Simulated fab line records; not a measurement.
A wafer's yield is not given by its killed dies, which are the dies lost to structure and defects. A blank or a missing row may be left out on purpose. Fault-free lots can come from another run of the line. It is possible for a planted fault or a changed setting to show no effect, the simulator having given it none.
The tool behind it: which one? + flow berkeleyCmos170 + 14 lots with 42 wafers sampled at 2 steps, on a route of 331 steps

== WHAT THE GAUGES SHOWED, per wafer ==
UCB170_NLDD_TW_MEAS_11.
| lot  | measured     | on           | NLDD_TW        |
|------|--------------|--------------|----------------|
| L773 | day 6 20:10  | filmMetro-04 | 2218 2212 2206 |
| L775 | day 8 00:35  | filmMetro-02 | 2179 2179 2171 |
| L778 | day 8 01:01  | filmMetro-04 | 2218 2222 2226 |
| L776 | day 8 01:34  | filmMetro-02 | 2179 2188 2179 |
| L777 | day 8 02:07  | filmMetro-02 | 2183 2182 2174 |
| L779 | day 8 22:35  | filmMetro-04 | 2219 2229 2223 |
| L780 | day 8 23:02  | filmMetro-04 | 2208 2230 2226 |
| L781 | day 9 05:53  | filmMetro-02 | 2201 2187 2190 |
| L783 | day 9 06:10  | filmMetro-03 | 2233 2238 2239 |
| L789 | day 10 08:12 | filmMetro-03 | 2243 2249 2232 |
| L788 | day 10 09:04 | filmMetro-03 | 2116 2124 2129 |
| L786 | day 10 10:11 | filmMetro-03 | 2127 2140 2126 |
| L794 | day 11 13:10 | filmMetro-03 | 2243 2241 2252 |
| L793 | day 11 13:23 | filmMetro-03 | 2249 2238 2251 |

== WHAT TOOL EACH LOT RAN ON (gives the tool, then ch and the chambers of the sampled wafers, and finally the start) ==
| lot  | UCB170_NLDD_IMPLANT_09          |
|------|---------------------------------|
| L773 | implanter-01 ch 0, day 6 19:55  |
| L775 | implanter-03 ch 0, day 8 00:20  |
| L778 | implanter-01 ch 0, day 8 00:46  |
| L776 | implanter-01 ch 0, day 8 01:19  |
| L777 | implanter-03 ch 0, day 8 01:52  |
| L779 | implanter-03 ch 0, day 8 22:20  |
| L780 | implanter-01 ch 0, day 8 22:47  |
| L781 | implanter-03 ch 0, day 9 05:38  |
| L783 | implanter-04 ch 0, day 9 05:56  |
| L789 | implanter-01 ch 0, day 10 07:59 |
| L788 | implanter-04 ch 0, day 10 08:50 |
| L786 | implanter-04 ch 0, day 10 09:56 |
| L794 | implanter-01 ch 0, day 11 12:57 |
| L793 | implanter-03 ch 0, day 11 13:08 |
- UCB170_NLDD_IMPLANT_09

== AS READ BY THE TOOLS THEMSELVES (means over the sampled wafers that have a number; for cases with no such wafer, the mark the record gives instead) ==
UCB170_NLDD_IMPLANT_09.
| lot  | tool         | beamEnergyKeV | doseIonsCm2 |
|------|--------------|---------------|-------------|
| L773 | implanter-01 | 30.001        | 5e+13       |
| L775 | implanter-03 | 30.004        | 5e+13       |
| L778 | implanter-01 | 29.994        | 5e+13       |
| L776 | implanter-01 | 29.989        | 5e+13       |
| L777 | implanter-03 | 30.002        | 5e+13       |
| L779 | implanter-03 | 29.999        | 5e+13       |
| L780 | implanter-01 | 30.011        | 5e+13       |
| L781 | implanter-03 | 29.996        | 5e+13       |
| L783 | implanter-04 | 29.996        | 5e+13       |
| L789 | implanter-01 | 30.004        | 5e+13       |
| L788 | implanter-04 | 19.494        | 5e+13       |
| L786 | implanter-04 | 19.484        | 5e+13       |
| L794 | implanter-01 | 30.002        | 5e+13       |
| L793 | implanter-03 | 30.002        | 5e+13       |

== THE ANSWER, worked out from the rows above alone ==
Rule: the lots themselves supply what counts as usual. Put in order of their means at a reading, lots are off if they are a third of the lots or fewer, leave a main group of 4 or more, and stand apart from it by a gap of 3 or more times the standard deviation of the main group's means; of several such gaps the widest counts. A main group whose means are all the same, to the digits that the tables above print for the reading, isn't used. Also off: a lot with no number at a reading for which 4 or more lots have one. Where the step has rows for the other lots, those lots are counted as sound. Order of review: gauges by route order, followed by the tools' own readings, for which a lot's mean as printed above is used. At the first step where some lot is off, the reading lying furthest off is the one used; lots without a number count as furthest.
Off: L788, L786 (UCB170_NLDD_IMPLANT_09, beamEnergyKeV). The main group has a mean of 30.000 with a standard deviation of 0.0054.
A tool fits if, at that step or a process step before it, it ran every lot that is off, and no sound lot after the first of them. One fits: UCB170_NLDD_IMPLANT_09 on implanter-04. A fault onset in the window from L783 (day 9 05:56, its last sound lot) to L788 (day 10 08:50, its first lot off) fits.
The tool's own readings at UCB170_NLDD_IMPLANT_09 bear it out: on the lots that are off they differ by more than 5 times the standard deviation of the sound lots' means. beamEnergyKeV reads 19.489 there against 30.000 on the sound lots.

== WHAT THE SIMULATOR HAD INSERTED ==
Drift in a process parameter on implanter-04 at UCB170_NLDD_IMPLANT_09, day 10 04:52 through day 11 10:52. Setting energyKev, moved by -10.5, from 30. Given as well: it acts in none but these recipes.
Struck lots among those shown: L788, L786. The rule above reached the same finding.
